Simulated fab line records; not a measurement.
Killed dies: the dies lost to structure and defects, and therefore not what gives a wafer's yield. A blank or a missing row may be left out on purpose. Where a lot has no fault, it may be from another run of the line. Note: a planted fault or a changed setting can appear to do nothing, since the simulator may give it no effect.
What tool caused it? + flow berkeley_cmos170 + 14 lots, 42 wafers sampled, at 1 step of a route of 331

## WHAT EACH GAUGE READ, for each wafer
UCB170_START_THK_MEAS_03. Usual: START_OXIDE_THK gives 20.1 nm (standard deviation 0.44).
| lot  | measured    | on            | START_OXIDE_THK (nm) | flag |
|------|-------------|---------------|----------------------|------|
| L517 | day 1 15:05 | film_metro-01 | 19.8 20.1 20.3       |      |
| L519 | day 2 02:03 | film_metro-03 | 19.8 20.0 19.5       |      |
| L521 | day 2 09:47 | film_metro-01 | 19.6 20.0 19.9       |      |
| L522 | day 2 16:23 | film_metro-03 | 20.9 20.7 20.5       |      |
| L525 | day 3 08:37 | film_metro-03 | 20.6 20.2 20.6       |      |
| L526 | day 3 15:11 | film_metro-02 | 20.6 20.5 20.6       |      |
| L528 | day 3 23:37 | film_metro-01 | 20.3 19.7 20.2       |      |
| L533 | day 4 19:50 | film_metro-01 | 19.9 20.1 19.8       |      |
| L534 | day 5 03:49 | film_metro-02 | 19.5 19.6 19.2       |      |
| L536 | day 5 14:17 | film_metro-03 | 19.0 18.8 19.0       |      |
| L537 | day 5 21:34 | film_metro-02 | 19.9 19.9 19.9       |      |
| L538 | day 5 21:35 | film_metro-03 | 19.9 20.1 19.9       |      |
| L540 | day 6 09:25 | film_metro-03 | 19.7 19.7 19.8       |      |
| L539 | day 6 09:26 | film_metro-01 | 19.9 20.0 19.6       |      |

## EACH LOT AND THE TOOL THAT RAN IT (in order: tool; ch and the chambers of the sampled wafers; start)
No process step before these readings appears in the record.

## WHAT THE TOOLS THEMSELVES READ (means of the sampled wafers that have a number; where no wafer has one, the mark that the record gives instead)
The record holds no such reading with a usual standard deviation.

## THE ANSWER, worked out from the rows above alone
Rule: a lot is off if the mean of its wafers that have a number lies more than 3 standard deviations from the usual mean. A lot without any number at a reading at which 4 lots or more have one is off too. All remaining lots with rows at the step are treated as sound. First the gauges in route order, then the tools' own readings, where a lot's mean is used as printed above. At the first step where some lot is off, the reading lying furthest off is the one used; lots without a number count as furthest.
No lot is off at any reading shown: from this, nothing can be told.

## WHAT HAD BEEN PUT IN BY THE SIMULATOR
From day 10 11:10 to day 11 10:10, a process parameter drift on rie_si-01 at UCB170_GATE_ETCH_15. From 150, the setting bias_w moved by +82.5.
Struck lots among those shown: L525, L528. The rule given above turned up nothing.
